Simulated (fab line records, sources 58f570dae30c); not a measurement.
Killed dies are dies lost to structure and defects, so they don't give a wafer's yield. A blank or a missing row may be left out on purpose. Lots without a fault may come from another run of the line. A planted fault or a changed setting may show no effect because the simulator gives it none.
One fault seen from 2 desks | flow berkeley_cmos170 | each desk has only its own numbers; what lay behind them comes last

THE TOOL OWNER'S DESK: rie_metal-02
The tool's own readings at UCB170_M2_METAL_ETCH_18 (etches Al in Cl2/BCl3, stops on SiO2, target depth 1170 nm, time 195 s): means of the sampled wafers that have a number, for each lot that ran on this tool. A lot is out of limits, marked OUT, if its mean lies more than 4 standard deviations from the usual mean; the brackets give that distance.
Columns: A = drypump_motor_current_A at UCB170_M2_METAL_ETCH_18, usual 5.6 A; B = oes_product_au at UCB170_M2_METAL_ETCH_18, usual 0.853 a.u.; C = run_length_s at UCB170_M2_METAL_ETCH_18, usual 223.3 s; D = throttle_valve_pct at UCB170_M2_METAL_ETCH_18, usual 24.39 %
lot  | first seen here | A   | B               | C                       | D
L737 | day 8 03:33     | 5.3 | 0.854           | 223.0                   | 24.48
L740 | day 8 04:04     | 5.1 | 0.855           | 223.2                   | 24.44
L741 | day 8 11:04     | 5.3 | 0.853           | 222.7                   | 24.46
L743 | day 9 08:13     | 5.1 | 1.033 (+24) OUT | 133.6 (-99 or more) OUT | 24.36
L747 | day 9 15:31     | 5.3 | 1.035 (+24) OUT | 133.4 (-99 or more) OUT | 24.38
L746 | day 9 19:47     | 5.6 | 1.031 (+23) OUT | 133.0 (-99 or more) OUT | 24.42
This desk's finding: out of limits on L743, L746, L747; first on L743, day 9 08:13 (oes_product_au at UCB170_M2_METAL_ETCH_18). In limits: L737, L740, L741.

THE METROLOGY DESK
What the gauges read, lot by lot, whatever tool the lot ran on: means of the sampled wafers that have a number. A lot is out of limits, marked OUT, if its mean lies more than 4 standard deviations from the usual mean; the brackets give that distance.
Columns: A = M1_AL_RS at UCB170_M1_RS_MEAS_01, usual 0.0486 ohm/sq; B = cd_nm at UCB170_M2_CD_MEAS_15, usual 700.1 nm; C = cd_nm at UCB170_M2_CD_MEAS_90, usual 702 nm; D = V2_BOW at UCB170_V2_BOW_MEAS_03, usual 37 um
lot  | first seen here | A      | B     | C              | D
L735 | day 6 22:07     | 0.0484 | 702.4 | 702            | 38
L737 | day 7 10:54     | 0.0487 | 702.3 | 705            | 36
L739 | day 7 11:20     | 0.0499 | 699.9 | 705            | 37
L740 | day 7 11:26     | 0.0484 | 699.9 | 699            | 30
L738 | day 7 12:17     | 0.0487 | 698.6 | 698            | 31
L741 | day 7 22:59     | 0.0489 | 699.9 | 700            | 38
L742 | day 8 21:32     | 0.0489 | 699.1 | 703            | 38
L743 | day 8 21:44     | 0.0488 | 700.3 | 722 (+5.2) OUT | -
L747 | day 9 05:47     | 0.0495 | 698.7 | 725 (+6.1) OUT | -
L746 | day 9 07:22     | 0.0492 | 700.1 | 726 (+6.2) OUT | -
L749 | day 10 03:13    | 0.0494 | 702.7 | 703            | 38
L754 | day 11 09:16    | 0.0488 | 700.8 | 707            | 42
L753 | day 11 09:51    | 0.0492 | 698.7 | 699            | 40
L756 | day 11 13:46    | 0.0481 | 698.6 | 704            | 33
L755 | day 11 13:56    | 0.0486 | 698.4 | 695            | 36
This desk's finding: out of limits on L743, L746, L747; first on L743, day 9 08:29 (cd_nm at UCB170_M2_CD_MEAS_90). In limits: L735, L737, L739, L740, L738, L741, L742, L749, L754, L753, L756, L755.

PUT TOGETHER
The tool owner's desk could have raised an alarm at day 9 08:13, on L743, L746, L747.
The metrology desk could have raised an alarm at day 9 08:29, on L743, L746, L747.
Of the lots named, all ran UCB170_M2_METAL_ETCH_18 on rie_metal-02.

WHAT THE SIMULATOR HAD PUT IN
Process parameter drift: rie_metal-02, from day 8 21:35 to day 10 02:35, at UCB170_M2_METAL_ETCH_18. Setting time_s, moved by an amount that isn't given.
Lots struck among those shown: L743, L746, L747.
Hours from the fault's start to each desk's first reading out of limits: the tool owner's desk, 11; the metrology desk, 11.
